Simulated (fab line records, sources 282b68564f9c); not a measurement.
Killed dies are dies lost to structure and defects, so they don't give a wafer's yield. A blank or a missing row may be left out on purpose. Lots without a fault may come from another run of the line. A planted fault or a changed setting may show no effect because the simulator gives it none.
Which tool did it? | flow rit_cmos | 13 lots, 39 wafers sampled, at 2 steps of a route of 202

WHAT THE GAUGES READ, wafer by wafer
The record holds no reading of a measuring or inspecting step that can be judged against a usual standard deviation.

WHICH TOOL RAN EACH LOT (tool, then ch and the chambers of the sampled wafers, then the start)
lot  | RIT_GATE_ETCH_19                | RIT_M1_PROBE_99
L259 | rie_si-01 ch 1,2, day 2 12:41   | -
L261 | rie_si-01 ch 0,3, day 2 23:39   | -
L262 | rie_si-02 ch 1,2,3, day 3 05:17 | -
L263 | rie_si-01 ch 1,2, day 3 09:53   | -
L264 | rie_si-02 ch 0,2,3, day 3 13:20 | -
L265 | rie_si-01 ch 1,2,3, day 3 18:02 | prober-01, day 4 14:04
L266 | rie_si-02 ch 0,1,2, day 4 00:24 | -
L269 | rie_si-01 ch 0,1,2, day 4 14:44 | -
L270 | rie_si-02 ch 0,1,2, day 4 19:44 | prober-02, day 5 16:41
L276 | rie_si-02 ch 1,2, day 6 03:13   | -
L278 | rie_si-02 ch 0,2,3, day 6 13:10 | -
L280 | rie_si-02 ch 0,1, day 6 21:49   | -
L282 | rie_si-02 ch 1,3, day 7 08:56   | -
- RIT_GATE_ETCH_19: etches poly-Si in SF6/CHF3/O2, stops on SiO2, time 165 s, target depth 312.5 nm.
- RIT_M1_PROBE_99

WHAT THE TOOLS THEMSELVES READ (means of the sampled wafers that have a number; where no wafer has one, the mark that the record gives instead)
RIT_GATE_ETCH_19. Usual: drypump_motor_current_A 5.6 A, standard deviation 0.38; oes_product_au 0.851 a.u., standard deviation 0.016; run_length_s 193.3 s, standard deviation 0.54; throttle_valve_pct 10.13 %, standard deviation 0.12.
lot  | tool      | drypump_motor_current_A (A) | oes_product_au (a.u.) | run_length_s (s) | throttle_valve_pct (%) | flag
L259 | rie_si-01 | 5.5                         | 0.854                 | 193.3            | 10.17                  |
L261 | rie_si-01 | 5.6                         | 0.866                 | 193.8            | 10.26                  |
L262 | rie_si-02 | 5.4                         | 0.841                 | 193.0            | 10.12                  |
L263 | rie_si-01 | 5.6                         | 0.828                 | 193.2            | 10.09                  |
L264 | rie_si-02 | 5.7                         | 0.862                 | 193.7            | 10.08                  |
L265 | rie_si-01 | 5.6                         | 0.852                 | 193.6            | 10.19                  |
L266 | rie_si-02 | 5.8                         | 0.848                 | 193.1            | 10.05                  |
L269 | rie_si-01 | 5.5                         | 0.829                 | 198.8            | 10.12                  | OFF
L270 | rie_si-02 | 5.8                         | 0.853                 | 193.4            | 10.06                  |
L276 | rie_si-02 | 5.4                         | 0.864                 | 193.3            | 10.02                  |
L278 | rie_si-02 | 5.8                         | 0.840                 | 193.4            | 10.08                  |
L280 | rie_si-02 | 5.9                         | 0.858                 | 192.7            | 10.13                  |
L282 | rie_si-02 | 5.5                         | 0.854                 | 193.1            | 10.22                  |

RIT_M1_PROBE_99. Usual: killed_at_M0_to_M3 0.0, standard deviation 0.16; killed_at_contacts 0.1, standard deviation 0.3; killed_at_front_end 7.1, standard deviation 3; killed_dies 7.3, standard deviation 3; killed_open 3.6, standard deviation 2; killed_short 3.5, standard deviation 1.9.
lot  | tool      | killed_at_M0_to_M3 | killed_at_contacts | killed_at_front_end | killed_dies | killed_open | killed_short | flag
L265 | prober-01 | 0.0                | 0.0                | 5.7                 | 5.7         | 2.3         | 3.3          |
L270 | prober-02 | 0.0                | 0.0                | 7.3                 | 7.3         | 3.7         | 3.7          |

THE ANSWER, worked out from the rows above alone
Rule: a lot is off if the mean of its wafers that have a number lies more than 3 standard deviations from the usual mean. A lot without any number at a reading at which 4 lots or more have one is off too. The other lots that the step has rows for count as sound. The gauges are gone through in route order, then the tools' own readings, and for those a lot's mean is taken as printed above. The first step at which some lot is off is used, and at that step the reading that is off furthest; a lot without a number counts as furthest.
Off: L269, at RIT_GATE_ETCH_19 (run_length_s).
A tool fits if, at that step or a process step before it, it ran every lot that is off, and no sound lot after the first of them. One fits: rie_si-01 at RIT_GATE_ETCH_19. Its last sound lot is L265 (day 3 18:02), its first lot that is off L269 (day 4 14:44): a fault that began between those two fits.
The tool's own readings at RIT_GATE_ETCH_19 bear it out: on the lots that are off they differ by more than 5 times the standard deviation of the sound lots' means. run_length_s reads 198.8 s there against 193.3 s on the sound lots.

WHAT THE SIMULATOR HAD PUT IN
Process parameter drift: rie_si-01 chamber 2, from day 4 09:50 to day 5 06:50, at RIT_GATE_ETCH_19. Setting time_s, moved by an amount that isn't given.
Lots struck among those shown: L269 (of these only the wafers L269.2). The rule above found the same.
